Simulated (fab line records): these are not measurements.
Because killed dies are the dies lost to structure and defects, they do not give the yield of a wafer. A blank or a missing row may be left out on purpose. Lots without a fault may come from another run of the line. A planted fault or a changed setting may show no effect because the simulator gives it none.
fab line records	flow rit_cmos	part 1 of 2: steps 1 to 27 of 39
[record] lots = 5	wafers = 15	last_day = 5
route steps=202 shown NWELL@36 PWELL@39 WELLDRIVE@50 NRETRO@53 PRETRO@64
lots with no fault: from the same line, run without faults
start_h: the number of hours between the record's first day and the start of the first shown wafer of the lot	wait_h: hours from the lot's prior step to this one	" identical to the entry in the row above	L1.1+2: one row covering several wafers at once	- value missing, or start not given	* or withheld: withheld	< > ~ a bound
route shown NAME@n: names a module that has steps shown in the file, with the first one's number in the route	usual: mean and standard deviation over wafers with no fault	same: alike in all rows	chamber/n: place in a boat	sites: the reading at each site	_std_site: the standard deviation of these	_edge_site: inner sites' mean taken away from outer sites' mean	radius_mm: how far each site lies from the wafer's centre	mask NAME#n: copy n	behind: the last tool/chamber to shape the wafer	hold: cause of the lot's hold/its duration in hours/its outcome	device: the n, p or np transistor that did not switch	end of line: tests run on the same wafers once the route is complete	for a step that has no rows: nothing shown but its recipe	killed: dies that structure and defects cost at the first sort, which is not the same as the wafer's yield	map: a wafer's dies, marking killed ones x, the rest . and places with no die _
set.NAME: setting as actually run; set.NAME@STEP: the setting as run at that earlier step	model.NAME: the simulator's own value behind a step, which no gauge read
a table for each step, a row for each wafer; lots at some steps of the route
services: from which hour (start_h, from the record's first day; less than 0 if before it) a tool's chamber was out of use, for how many hours, and why
[[steps]]
[step RIT_NWELL_IMPLANT_08]
[recipe] species = P	energy_kev = 170	dose_cm2 = 5.076e+13	tilt_deg = 7
lot.wafer	tool	chamber	start_h	wait_h
L076.2+3+4	implanter-02	0	33.75	0.2
L081.3+4+5	implanter-01	0	58.32	0.2
L085.3+4+5	implanter-02	0	77.04	0.2
L086.2+3+5	implanter-01	0	83.20	0.2
L087.3+4+6	implanter-03	0	89.09	0.2
[step RIT_NWELL_STRIP_09]
[recipe] chemistry = O2	time_s = 180	resist = NOVOLAK	platen_temp_c = withheld	power_w = 500	pressure_mtorr = 4000	o2_flow_sccm = 4000
[usual] drypump_motor_current_A = 6.0/0.5
lot.wafer	tool	chamber	start_h	wait_h	drypump_motor_current_A	rf_hours_counter_h
L076.2	plasma_asher-03	1	33.88	0.1	6.5	40
L076.3	"	1	"	"	6.6	-
L076.4	"	0	"	"	6.2	-
L081.3	plasma_asher-04	1	58.48	0.1	5.3	-
L081.4	"	0	"	"	6.3	-
L081.5	"	0	"	"	6.3	-
L085.3	plasma_asher-03	1	77.20	0.1	6.6	-
L085.4	"	0	"	"	6.2	-
L085.5	"	1	"	"	6.6	-
L086.2	plasma_asher-04	1	83.32	0.1	5.3	30
L086.3	"	1	"	"	5.3	-
L086.5	"	1	"	"	5.3	-
L087.3	plasma_asher-01	1	89.25	0.1	6.5	-
L087.4	"	0	"	"	5.6	-
L087.6	"	0	"	"	5.6	-
[step RIT_NWELL_TW_MEAS_10]
[usual] NWELL_TW = 2149/16
lot.wafer	tool	chamber	start_h	wait_h	NWELL_TW
L076.2	film_metro-04	-	34.06	0.1	2131
L076.3	"	-	"	"	2123
L076.4	"	-	"	"	2124
L081.3	film_metro-03	-	58.61	0.1	2160
L081.4	"	-	"	"	2146
L081.5	"	-	"	"	2147
L085.3	film_metro-04	-	77.33	0.1	2136
L085.4	"	-	"	"	2136
L085.5	"	-	"	"	2135
L086.2	film_metro-04	-	83.51	0.1	2133
L086.3	"	-	"	"	2130
L086.5	"	-	"	"	2133
L087.3	film_metro-04	-	89.39	0.1	2126
L087.4	"	-	"	"	2143
L087.6	"	-	"	"	2137
[step RIT_PWELL_HMDS_00]
[recipe] prime_time_s = 60	prime_temp_c = 140
[usual] exhaust_pa = 44.9/0.91	prime_temp_c = 140.01/0.13
lot.wafer	tool	chamber	start_h	wait_h	exhaust_pa	prime_temp_c
L076.2	litho_track-02	0	34.14	0.1	45.0	140.08
L076.3	"	0	"	"	44.7	140.11
L076.4	"	0	"	"	45.6	140.19
L081.3	litho_track-01	0	58.70	0.1	45.0	140.09
L081.4	"	0	"	"	43.8	140.04
L081.5	"	0	"	"	43.8	139.84
L085.3	litho_track-01	0	77.42	0.1	45.1	140.11
L085.4	"	0	"	"	44.7	140.03
L085.5	"	0	"	"	45.4	140.02
L086.2	litho_track-02	0	83.58	0.1	44.6	140.27
L086.3	"	0	"	"	45.3	140.15
L086.5	"	0	"	"	44.7	140.24
L087.3	litho_track-04	0	89.60	0.2	44.0	140.01
L087.4	"	0	"	"	44.4	140.02
L087.6	"	0	"	"	44.8	140.07
[step RIT_PWELL_COAT_01]
[recipe] resist = NOVOLAK	spin_rpm = 2000	resist_thk_nm = 1300
[usual] exhaust_pa = 45.0/0.84
lot.wafer	tool	chamber	start_h	wait_h	exhaust_pa
L076.2	litho_track-02	0	34.29	0.1	44.1
L076.3	"	0	"	"	44.7
L076.4	"	0	"	"	44.6
L081.3	litho_track-01	0	58.85	0.1	44.1
L081.4	"	0	"	"	45.1
L081.5	"	0	"	"	44.1
L085.3	litho_track-01	0	77.57	0.1	45.6
L085.4	"	0	"	"	44.9
L085.5	"	0	"	"	44.8
L086.2	litho_track-02	0	83.73	0.1	46.1
L086.3	"	0	"	"	45.3
L086.5	"	0	"	"	45.9
L087.3	litho_track-04	0	89.75	0.1	45.2
L087.4	"	0	"	"	43.9
L087.6	"	0	"	"	44.1
[step RIT_PWELL_SOFTBAKE_02]
[recipe] resist = NOVOLAK	temp_c = 90	time_s = 60
[usual] exhaust_pa = 44.8/0.93
lot.wafer	tool	chamber	start_h	wait_h	exhaust_pa
L076.2	litho_track-02	0	34.44	0.1	44.2
L076.3	"	0	"	"	44.9
L076.4	"	0	"	"	44.1
L081.3	litho_track-01	0	59.00	0.1	43.1
L081.4	"	0	"	"	43.5
L081.5	"	0	"	"	43.0
L085.3	litho_track-01	0	77.72	0.1	45.5
L085.4	"	0	"	"	44.9
L085.5	"	0	"	"	45.3
L086.2	litho_track-02	0	83.88	0.1	46.0
L086.3	"	0	"	"	44.7
L086.5	"	0	"	"	45.4
L087.3	litho_track-04	0	89.90	0.1	43.8
L087.4	"	0	"	"	44.9
L087.6	"	0	"	"	44.3
[step RIT_PWELL_EXPOSE_03]
[recipe] mask_id = M3	na = 0.57	target_cd_nm = 43700	dose_mj = 250
[usual] reticle_temp_C = 23.01/0.097
lot.wafer	tool	chamber	start_h	wait_h	mask	reticle_temp_C
L076.2	iline_stepper-01	0	34.70	0.2	M3#0	23.02
L076.3	"	0	"	"	M3#0	22.94
L076.4	"	0	"	"	M3#0	23.00
L081.3	iline_stepper-02	0	59.14	0.1	M3#0	23.08
L081.4	"	0	"	"	M3#0	23.13
L081.5	"	0	"	"	M3#0	22.98
L085.3	iline_stepper-01	0	77.86	0.1	M3#0	22.73
L085.4	"	0	"	"	M3#0	22.83
L085.5	"	0	"	"	M3#0	22.99
L086.2	iline_stepper-01	0	84.03	0.1	M3#0	22.93
L086.3	"	0	"	"	M3#0	22.79
L086.5	"	0	"	"	M3#0	22.93
L087.3	iline_stepper-01	0	90.03	0.1	M3#0	23.15
L087.4	"	0	"	"	M3#0	23.11
L087.6	"	0	"	"	M3#0	23.03
[step RIT_PWELL_PEB_04]
[recipe] resist = NOVOLAK	temp_c = withheld	time_s = withheld
[usual] exhaust_pa = 44.9/0.89
lot.wafer	tool	chamber	start_h	wait_h	exhaust_pa
L076.2	litho_track-01	0	34.83	0.1	43.6
L076.3	"	0	"	"	42.9
L076.4	"	0	"	"	42.1
L081.3	litho_track-04	0	59.27	0.1	44.4
L081.4	"	0	"	"	45.3
L081.5	"	0	"	"	45.4
L085.3	litho_track-01	0	77.99	0.1	45.7
L085.4	"	0	"	"	46.3
L085.5	"	0	"	"	46.0
L086.2	litho_track-02	0	84.15	0.1	46.5
L086.3	"	0	"	"	45.3
L086.5	"	0	"	"	46.8
L087.3	litho_track-02	0	90.16	0.1	45.3
L087.4	"	0	"	"	46.2
L087.6	"	0	"	"	45.3
[step RIT_PWELL_DEVELOP_05]
[recipe] resist = NOVOLAK	develop_time_s = 68	dev_temp_c = 23
[usual] exhaust_pa = 45.1/0.9
lot.wafer	tool	chamber	start_h	wait_h	exhaust_pa
L076.2	litho_track-01	0	-	-	45.6
L076.3	"	0	"	"	45.5
L076.4	"	0	"	"	46.2
L081.3	litho_track-04	0	-	-	45.1
L081.4	"	0	"	"	45.5
L081.5	"	0	"	"	45.5
L085.3	litho_track-01	0	-	-	46.2
L085.4	"	0	"	"	45.3
L085.5	"	0	"	"	44.0
L086.2	litho_track-02	0	-	-	46.6
L086.3	"	0	"	"	44.1
L086.5	"	0	"	"	44.9
L087.3	litho_track-02	0	-	-	43.8
L087.4	"	0	"	"	46.4
L087.6	"	0	"	"	44.8
[step RIT_PWELL_OVL_MEAS_06]
[usual] PWELL_OVL = 0.0/1.3
lot.wafer	tool	chamber	start_h	wait_h	PWELL_OVL[nm]
L076.2	overlay-01	-	35.12	-	-0.5
L076.3	"	-	"	"	-0.6
L076.4	"	-	"	"	-0.8
L081.3	overlay-02	-	59.55	-	-1.6
L081.4	"	-	"	"	-2.0
L081.5	"	-	"	"	-1.9
L085.3	overlay-01	-	78.26	-	-1.0
L085.4	"	-	"	"	-1.1
L085.5	"	-	"	"	-2.5
L086.2	overlay-01	-	84.44	-	2.4
L086.3	"	-	"	"	-0.4
L086.5	"	-	"	"	0.9
L087.3	overlay-01	-	90.44	-	1.2
L087.4	"	-	"	"	0.7
L087.6	"	-	"	"	0.1
[step RIT_PWELL_HARDBAKE_07]
[recipe] resist = NOVOLAK	temp_c = 140	time_s = 120
[usual] exhaust_pa = 45.1/0.84
lot.wafer	tool	chamber	start_h	wait_h	exhaust_pa
L076.2	litho_track-01	0	35.19	0.1	44.0
L076.3	"	0	"	"	44.0
L076.4	"	0	"	"	44.4
L081.3	litho_track-01	0	59.65	0.1	45.3
L081.4	"	0	"	"	44.4
L081.5	"	0	"	"	45.9
L085.3	litho_track-02	0	78.37	0.1	45.6
L085.4	"	0	"	"	46.5
L085.5	"	0	"	"	45.4
L086.2	litho_track-04	0	84.51	0.1	46.1
L086.3	"	0	"	"	44.8
L086.5	"	0	"	"	44.8
L087.3	litho_track-02	0	90.54	0.1	45.2
L087.4	"	0	"	"	45.7
L087.6	"	0	"	"	46.1
[step RIT_PWELL_IMPLANT_08]
[recipe] species = B	energy_kev = 170	dose_cm2 = 7e+13	tilt_deg = 7
lot.wafer	tool	chamber	start_h	wait_h
L076.2+3+4	implanter-03	0	35.43	0.2
L081.3+4+5	implanter-03	0	59.87	0.2
L085.3+4+5	implanter-01	0	78.59	0.2
L086.2+3+5	implanter-03	0	84.75	0.2
L087.3+4+6	implanter-03	0	90.76	0.2
[step RIT_PWELL_STRIP_09]
[recipe] chemistry = O2	time_s = 180	resist = NOVOLAK	platen_temp_c = withheld	power_w = 500	pressure_mtorr = 4000	o2_flow_sccm = 4000
[usual] drypump_motor_current_A = 5.8/0.56
lot.wafer	tool	chamber	start_h	wait_h	drypump_motor_current_A	rf_hours_counter_h
L076.2	plasma_asher-02	0	35.55	0.1	5.9	36
L076.3	"	1	"	"	4.8	-
L076.4	"	0	"	"	6.0	-
L081.3	plasma_asher-04	0	60.03	0.1	6.3	-
L081.4	"	1	"	"	5.3	-
L081.5	"	1	"	"	5.3	-
L085.3	plasma_asher-01	0	78.75	0.1	5.6	-
L085.4	"	1	"	"	6.5	-
L085.5	"	0	"	"	5.6	-
L086.2	plasma_asher-01	1	84.87	0.1	6.5	46
L086.3	"	1	"	"	6.6	-
L086.5	"	1	"	"	6.6	-
L087.3	plasma_asher-02	1	90.92	0.1	4.8	-
L087.4	"	0	"	"	5.9	-
L087.6	"	1	"	"	4.8	-
[step RIT_PWELL_TW_MEAS_10]
[usual] PWELL_TW = 954/6.9
lot.wafer	tool	chamber	start_h	wait_h	PWELL_TW
L076.2	film_metro-02	-	35.74	0.1	959
L076.3	"	-	"	"	964
L076.4	"	-	"	"	957
L081.3	film_metro-03	-	60.17	0.1	953
L081.4	"	-	"	"	953
L081.5	"	-	"	"	955
L085.3	film_metro-03	-	78.88	0.1	955
L085.4	"	-	"	"	961
L085.5	"	-	"	"	953
L086.2	film_metro-04	-	85.06	0.1	948
L086.3	"	-	"	"	943
L086.5	"	-	"	"	948
L087.3	film_metro-03	-	91.06	0.1	960
L087.4	"	-	"	"	959
L087.6	"	-	"	"	960
[step RIT_WELLDRIVE_ANNEAL_00]
[recipe] temp_c = 1100	time_s = 14700	ambient = N2
[usual] tube_center_temp_C_max = 1102.9/0.5
lot.wafer	tool	chamber	start_h	wait_h	tube_center_temp_C_max
L076.2	furnace-04	0	35.79	0.0	1102.5
L076.3	"	0	"	"	1102.5
L076.4	"	0	"	"	1103.7
L081.3	furnace-04	0	60.42	0.2	1102.5
L081.4	"	0	"	"	1103.1
L081.5	"	0	"	"	1102.4
L085.3	furnace-01	0	80.32	1.4	1103.2
L085.4	"	0	"	"	1102.4
L085.5	"	0	"	"	1102.9
L086.2	furnace-01	0	85.40	0.3	1102.8
L086.3	"	0	"	"	1102.0
L086.5	"	0	"	"	1102.3
L087.3	furnace-03	0	91.10	0.0	1102.8
L087.4	"	0	"	"	1102.3
L087.6	"	0	"	"	1103.0
[step RIT_WELLDRIVE_RS_MEAS_01]
[recipe] thk_meas_gauge = four-point-probe
[usual] NWELL_RS = 273.0/0.74
lot.wafer	tool	chamber	start_h	wait_h	NWELL_RS[ohm/sq]
L076.2	film_metro-02	-	40.89	0.0	272.1
L076.3	"	-	"	"	271.6
L076.4	"	-	"	"	272.1
L081.3	film_metro-02	-	65.55	0.0	274.0
L081.4	"	-	"	"	273.9
L081.5	"	-	"	"	274.0
L085.3	film_metro-03	-	85.44	0.0	274.0
L085.4	"	-	"	"	273.6
L085.5	"	-	"	"	274.3
L086.2	film_metro-03	-	90.51	0.0	273.5
L086.3	"	-	"	"	273.5
L086.5	"	-	"	"	273.7
L087.3	film_metro-03	-	96.22	0.0	274.0
L087.4	"	-	"	"	274.7
L087.6	"	-	"	"	274.1
[step RIT_WELLDRIVE_RS_MEAS_02]
[recipe] thk_meas_gauge = four-point-probe
[usual] PWELL_RS = 429.2/1.2
lot.wafer	tool	chamber	start_h	wait_h	PWELL_RS[ohm/sq]
L076.2	film_metro-02	-	41.01	0.1	430.9
L076.3	"	-	"	"	431.6
L076.4	"	-	"	"	432.2
L081.3	film_metro-02	-	65.67	0.1	427.1
L081.4	"	-	"	"	428.3
L081.5	"	-	"	"	429.3
L085.3	film_metro-03	-	85.56	0.1	428.5
L085.4	"	-	"	"	429.2
L085.5	"	-	"	"	429.3
L086.2	film_metro-03	-	90.63	0.1	429.5
L086.3	"	-	"	"	430.0
L086.5	"	-	"	"	429.9
L087.3	film_metro-03	-	96.34	0.1	429.3
L087.4	"	-	"	"	431.2
L087.6	"	-	"	"	430.1
[step RIT_NRETRO_HMDS_00]
[recipe] prime_time_s = 60	prime_temp_c = 140
[usual] exhaust_pa = 44.8/0.9	prime_temp_c = 140.02/0.14
lot.wafer	tool	chamber	start_h	wait_h	exhaust_pa	prime_temp_c
L076.2	litho_track-03	0	41.21	0.2	44.5	140.11
L076.3	"	0	"	"	45.0	140.08
L076.4	"	0	"	"	45.1	139.98
L081.3	litho_track-03	0	65.80	0.1	44.9	139.99
L081.4	"	0	"	"	45.8	139.96
L081.5	"	0	"	"	44.7	140.20
L085.3	litho_track-03	0	85.69	0.1	44.1	140.03
L085.4	"	0	"	"	44.7	139.96
L085.5	"	0	"	"	45.2	140.04
L086.2	litho_track-03	0	90.75	0.1	44.5	139.87
L086.3	"	0	"	"	44.7	139.73
L086.5	"	0	"	"	45.4	139.57
L087.3	litho_track-04	0	96.47	0.1	45.4	139.88
L087.4	"	0	"	"	45.5	140.03
L087.6	"	0	"	"	44.4	140.08
[step RIT_NRETRO_COAT_01]
[recipe] resist = NOVOLAK	spin_rpm = 2000	resist_thk_nm = 1300
[usual] exhaust_pa = 45.0/0.85
lot.wafer	tool	chamber	start_h	wait_h	exhaust_pa
L076.2	litho_track-03	0	41.36	0.1	45.6
L076.3	"	0	"	"	46.5
L076.4	"	0	"	"	44.7
L081.3	litho_track-03	0	65.95	0.1	44.9
L081.4	"	0	"	"	46.0
L081.5	"	0	"	"	45.4
L085.3	litho_track-03	0	85.84	0.1	44.8
L085.4	"	0	"	"	45.8
L085.5	"	0	"	"	44.3
L086.2	litho_track-03	0	90.90	0.1	45.2
L086.3	"	0	"	"	46.2
L086.5	"	0	"	"	46.6
L087.3	litho_track-04	0	96.62	0.1	45.2
L087.4	"	0	"	"	45.9
L087.6	"	0	"	"	45.0
[step RIT_NRETRO_SOFTBAKE_02]
[recipe] resist = NOVOLAK	temp_c = 90.59	time_s = 60
[usual] exhaust_pa = 44.9/0.88
lot.wafer	tool	chamber	start_h	wait_h	exhaust_pa
L076.2	litho_track-03	0	41.51	0.1	46.1
L076.3	"	0	"	"	47.2
L076.4	"	0	"	"	46.2
L081.3	litho_track-03	0	66.10	0.1	44.5
L081.4	"	0	"	"	44.6
L081.5	"	0	"	"	44.4
L085.3	litho_track-03	0	85.99	0.1	46.1
L085.4	"	0	"	"	45.2
L085.5	"	0	"	"	45.0
L086.2	litho_track-03	0	91.05	0.1	44.1
L086.3	"	0	"	"	45.6
L086.5	"	0	"	"	45.0
L087.3	litho_track-04	0	96.77	0.1	45.4
L087.4	"	0	"	"	46.2
L087.6	"	0	"	"	43.9
[step RIT_NRETRO_EXPOSE_03]
[recipe] mask_id = M4	na = 0.57	target_cd_nm = 43900	dose_mj = 250
[usual] reticle_temp_C = 22.98/0.12
lot.wafer	tool	chamber	start_h	wait_h	mask	reticle_temp_C
L076.2	iline_stepper-01	0	41.65	0.1	M4#0	22.88
L076.3	"	0	"	"	M4#0	23.01
L076.4	"	0	"	"	M4#0	22.86
L081.3	iline_stepper-01	0	66.36	0.2	M4#0	22.83
L081.4	"	0	"	"	M4#0	22.79
L081.5	"	0	"	"	M4#0	22.84
L085.3	iline_stepper-02	0	86.26	0.2	M4#0	22.94
L085.4	"	0	"	"	M4#0	23.06
L085.5	"	0	"	"	M4#0	23.07
L086.2	iline_stepper-01	0	91.32	0.2	M4#0	22.95
L086.3	"	0	"	"	M4#0	22.99
L086.5	"	0	"	"	M4#0	22.95
L087.3	iline_stepper-01	0	96.91	0.1	M4#0	22.93
L087.4	"	0	"	"	M4#0	22.97
L087.6	"	0	"	"	M4#0	22.95
[step RIT_NRETRO_PEB_04]
[recipe] resist = NOVOLAK	temp_c = withheld	time_s = withheld
[usual] exhaust_pa = 45.1/0.99
lot.wafer	tool	chamber	start_h	wait_h	exhaust_pa
L076.2	litho_track-02	0	41.78	0.1	45.3
L076.3	"	0	"	"	44.9
L076.4	"	0	"	"	44.8
L081.3	litho_track-03	0	66.49	0.1	46.4
L081.4	"	0	"	"	45.1
L081.5	"	0	"	"	44.9
L085.3	litho_track-04	0	86.39	0.1	46.0
L085.4	"	0	"	"	44.7
L085.5	"	0	"	"	45.6
L086.2	litho_track-04	0	91.44	0.1	44.8
L086.3	"	0	"	"	45.9
L086.5	"	0	"	"	44.5
L087.3	litho_track-04	0	97.04	0.1	45.1
L087.4	"	0	"	"	44.3
L087.6	"	0	"	"	44.6
[step RIT_NRETRO_DEVELOP_05]
[recipe] resist = NOVOLAK	develop_time_s = 68	dev_temp_c = 23
[usual] exhaust_pa = 45.0/0.9
lot.wafer	tool	chamber	start_h	wait_h	exhaust_pa
L076.2	litho_track-02	0	-	-	44.6
L076.3	"	0	"	"	44.1
L076.4	"	0	"	"	45.1
L081.3	litho_track-03	0	-	-	44.8
L081.4	"	0	"	"	46.0
L081.5	"	0	"	"	44.5
L085.3	litho_track-04	0	-	-	44.8
L085.4	"	0	"	"	45.0
L085.5	"	0	"	"	45.0
L086.2	litho_track-04	0	-	-	43.1
L086.3	"	0	"	"	44.9
L086.5	"	0	"	"	45.4
L087.3	litho_track-04	0	-	-	45.2
L087.4	"	0	"	"	45.1
L087.6	"	0	"	"	43.6
[step RIT_NRETRO_OVL_MEAS_06]
[usual] NRETRO_OVL = 0.0/1.6
lot.wafer	tool	chamber	start_h	wait_h	NRETRO_OVL[nm]
L076.2	overlay-02	-	42.07	-	-0.8
L076.3	"	-	"	"	0.6
L076.4	"	-	"	"	0.2
L081.3	overlay-02	-	66.76	-	1.8
L081.4	"	-	"	"	1.7
L081.5	"	-	"	"	2.0
L085.3	overlay-01	-	86.66	-	-0.8
L085.4	"	-	"	"	-1.1
L085.5	"	-	"	"	0.2
L086.2	overlay-02	-	91.74	-	0.4
L086.3	"	-	"	"	1.2
L086.5	"	-	"	"	1.3
L087.3	overlay-01	-	97.31	-	-0.3
L087.4	"	-	"	"	0.9
L087.6	"	-	"	"	-0.5
[step RIT_NRETRO_HARDBAKE_07]
[recipe] resist = NOVOLAK	temp_c = 140	time_s = 120
[usual] exhaust_pa = 45.0/0.88
lot.wafer	tool	chamber	start_h	wait_h	exhaust_pa
L076.2	litho_track-03	0	42.14	0.1	45.6
L076.3	"	0	"	"	46.5
L076.4	"	0	"	"	45.9
L081.3	litho_track-04	0	66.87	0.1	45.1
L081.4	"	0	"	"	46.4
L081.5	"	0	"	"	47.1
L085.3	litho_track-03	0	86.77	0.1	45.3
L085.4	"	0	"	"	45.5
L085.5	"	0	"	"	45.1
L086.2	litho_track-03	0	91.81	0.1	44.8
L086.3	"	0	"	"	45.2
L086.5	"	0	"	"	44.7
L087.3	litho_track-04	0	97.42	0.1	45.0
L087.4	"	0	"	"	45.8
L087.6	"	0	"	"	45.2
[step RIT_NRETRO_IMPLANT_08]
[recipe] species = P	energy_kev = 70	dose_cm2 = 1.02e+13	tilt_deg = 7
lot.wafer	tool	chamber	start_h	wait_h
L076.2+3+4	implanter-04	0	42.37	0.2
L081.3+4+5	implanter-03	0	67.09	0.2
L085.3+4+5	implanter-02	0	86.99	0.2
L086.2+3+5	implanter-03	0	92.04	0.2
L087.3+4+6	implanter-04	0	97.64	0.2
[step RIT_NRETRO_STRIP_09]
[recipe] chemistry = O2	time_s = 180	resist = NOVOLAK	platen_temp_c = withheld	power_w = 500	pressure_mtorr = 4000	o2_flow_sccm = 4000
[usual] drypump_motor_current_A = 6.0/0.56
lot.wafer	tool	chamber	start_h	wait_h	drypump_motor_current_A	rf_hours_counter_h
L076.2	plasma_asher-01	1	42.50	0.1	6.5	42
L076.3	"	0	"	"	5.6	-
L076.4	"	1	"	"	6.5	-
L081.3	plasma_asher-01	1	67.25	0.1	6.5	-
L081.4	"	0	"	"	5.5	-
L081.5	"	0	"	"	5.6	-
L085.3	plasma_asher-03	1	87.14	0.1	6.6	-
L085.4	"	0	"	"	6.2	-
L085.5	"	1	"	"	6.6	-
L086.2	plasma_asher-01	1	92.17	0.1	6.5	47
L086.3	"	0	"	"	5.6	-
L086.5	"	1	"	"	6.5	-
L087.3	plasma_asher-02	1	97.79	0.1	4.8	-
L087.4	"	0	"	"	5.9	-
L087.6	"	1	"	"	4.8	-
